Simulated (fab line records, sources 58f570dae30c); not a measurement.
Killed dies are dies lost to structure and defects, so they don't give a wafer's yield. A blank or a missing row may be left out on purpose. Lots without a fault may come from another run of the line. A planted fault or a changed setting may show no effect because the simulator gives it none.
One fault seen from 2 desks | flow berkeley_cmos170 | each desk has only its own numbers; what lay behind them comes last

THE TOOL OWNER'S DESK: cmp-02
The tool's own readings at UCB170_V2_CMP_02 (polishes SiO2): means of the sampled wafers that have a number, for each lot that ran on this tool. A lot is out of limits, marked OUT, if its mean lies more than 4 standard deviations from the usual mean; the brackets give that distance.
Columns: A = motor_current_A at UCB170_V2_CMP_02, usual 16.1 A; B = slurry_flow_ml_min at UCB170_V2_CMP_02, usual 150.0
lot  | first seen here | A    | B
L867 | day 8 06:13     | 15.7 | 150.1
L868 | day 8 09:09     | 15.6 | 150.1
L873 | day 9 07:01     | 15.9 | 150.5
L875 | day 10 02:04    | 15.4 | 149.7
L877 | day 10 05:58    | 16.0 | 149.9
L885 | day 12 22:26    | 15.4 | 149.6
L890 | day 13 21:21    | 15.8 | 150.0
This desk's finding: nothing out of limits on any of the 7 lots.

THE METROLOGY DESK
What the gauges read, lot by lot, whatever tool the lot ran on: means of the sampled wafers that have a number. A lot is out of limits, marked OUT, if its mean lies more than 4 standard deviations from the usual mean; the brackets give that distance.
Columns: A = cd_nm at UCB170_V1_CD_MEAS_90, usual 700.0 nm; B = V2_POLISHED_THK at UCB170_V2_THK_MEAS_04, usual 1000.5 nm; C = M3_AL_THK at UCB170_M3_THK_MEAS_03, usual 874 nm
lot  | first seen here | A     | B                | C
L867 | day 8 03:00     | 700.3 | 1000.5           | 868
L868 | day 8 06:08     | 698.3 | 1001.0           | 871
L873 | day 9 03:33     | 701.6 | 1001.6           | 874
L874 | day 9 22:45     | 698.8 | 999.7            | 874
L875 | day 9 23:01     | 699.7 | 1076.8 (+69) OUT | 883
L877 | day 10 02:23    | 701.3 | 1075.3 (+68) OUT | 881
L878 | day 10 20:01    | 698.1 | 1000.8           | 867
L881 | day 11 12:46    | 698.8 | 1000.1           | 868
L882 | day 11 17:51    | 699.7 | 1001.2           | 874
L883 | day 12 13:12    | 700.1 | 1000.9           | 867
L885 | day 12 18:17    | 698.5 | 999.4            | 867
L889 | day 13 15:31    | 699.9 | 1000.9           | 872
L890 | day 13 18:16    | 698.9 | 999.1            | 879
L888 | day 13 19:52    | 700.9 | 1000.1           | 846
This desk's finding: out of limits on L875, L877; first on L875, day 10 02:24 (V2_POLISHED_THK at UCB170_V2_THK_MEAS_04). In limits: L867, L868, L873, L874, L878, L881, L882, L883, L885, L889, L890, L888.

PUT TOGETHER
The metrology desk could have raised an alarm at day 10 02:24, on L875, L877.
The tool owner's desk saw nothing out of limits.
The tool owner's desk has L875, L877 on record, within its limits.
Of the lots named, all ran UCB170_V2_CMP_02 on cmp-02.

WHAT THE SIMULATOR HAD PUT IN
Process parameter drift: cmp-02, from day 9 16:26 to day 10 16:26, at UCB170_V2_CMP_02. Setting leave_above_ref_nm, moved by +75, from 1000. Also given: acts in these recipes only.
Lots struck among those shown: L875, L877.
Hours from the fault's start to each desk's first reading out of limits: the metrology desk, 10.
